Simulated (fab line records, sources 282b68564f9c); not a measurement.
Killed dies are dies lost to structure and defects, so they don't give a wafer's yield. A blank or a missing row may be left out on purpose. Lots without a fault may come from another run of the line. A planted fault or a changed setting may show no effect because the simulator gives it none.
A struck lot beside a sound one | flow rit_cmos | 15 steps out of a route of 202
Sound: wafers L562.1, L562.2, L562.6. Struck: wafers L567.2, L567.3, L567.4. The cause comes at the end.
At each step with rows: each side's tool, then ch and its chambers, then its first start. Under that, the readings that differ: sound wafers | struck wafers | difference of the means | sigmas: that difference in standard deviations of wafers without a fault.
alike: readings whose means differ by less than 2 such deviations, and words and numbers that are the same on both sides. not compared: withheld readings, readings that some wafer has no value for, bounds like >300 that may hide the same value, and numbers for which the record gives no deviation and whose values overlap.
The two part at a step that has a row with sigmas, a row that says differs or no value, or rows on one side only. Numbers that don't overlap but have no deviation are shown without sigmas and don't part them. A reading that every wafer of one side lacks parts them only if that side has two wafers or more.

first, 2 steps without rows for these wafers: RIT_SPACER_CLEAN_02 (cleans in SC2, time 600 s); RIT_SPACER_CVD_03 (deposits Si3N4 from SiH2Cl2/NH3, target thk 250 nm, time 3300 s).
RIT_SPACER_THK_MEAS_04:
  sound on film_metro-01, day 3 02:53; struck on film_metro-03, day 4 01:10
  reading                 | sound             | struck            | difference | sigmas
  SPACER_NITRIDE_THK (nm) | 253.5 252.5 254.6 | 246.1 246.4 245.8 | -7.4       | -3
RIT_SPACER_ETCHBACK_05: etches Si3N4 in SF6/CHF3, stops on SiO2, target depth 250 nm, time 240 s.
  sound on rie_diel-01 ch 0,1,2, day 3 02:56; struck on rie_diel-04 ch 0,1,3, day 4 01:13
  alike: drypump_motor_current_A, oes_product_au, throttle_valve_pct
  not compared: rf_hours_counter_h
then, 6 steps without rows for these wafers: RIT_NSD_HMDS_00 (prime time 60 s); RIT_NSD_COAT_01 (resist thk 1000 nm); RIT_NSD_SOFTBAKE_02 (time 60 s); RIT_NSD_EXPOSE_03 (exposes mask M9, target cd 40700 nm); RIT_NSD_PEB_04; RIT_NSD_DEVELOP_05 (develop time 50 s).
RIT_NSD_OVL_MEAS_06:
  sound on overlay-02, day 3 04:06; struck on overlay-02, day 4 02:14
  alike: NSD_OVL
then, 1 step without rows for these wafers: RIT_NSD_HARDBAKE_07 (time 60 s).
RIT_NSD_IMPLANT_08:
  sound on implanter-01 ch 0, day 3 04:17; struck on implanter-04, day 4 02:26
  no value came back on the struck wafers for beam_energy_keV, beam_on_s (s), implant_ion_amu; on the sound wafers beam_energy_keV reads 25.006 24.999 25.001
RIT_NSD_STRIP_09: strips in O2, time 180 s.
  sound on plasma_asher-02 ch 0,1, day 3 04:26; struck on plasma_asher-02 ch 0,1, day 4 02:34
  alike: drypump_motor_current_A
  not compared: rf_hours_counter_h
RIT_NSD_TW_MEAS_10:
  sound on film_metro-04, day 3 04:37; struck on film_metro-01, day 4 02:58
  reading | sound          | struck   | difference | sigmas
  NSD_TW  | 3164 3178 3157 | 30 30 30 | -3136      | -98
  not compared: hold

WHERE THEY PART
First at RIT_SPACER_THK_MEAS_04; last, within this record, at RIT_NSD_TW_MEAS_10.

WHY: what the simulator had put in
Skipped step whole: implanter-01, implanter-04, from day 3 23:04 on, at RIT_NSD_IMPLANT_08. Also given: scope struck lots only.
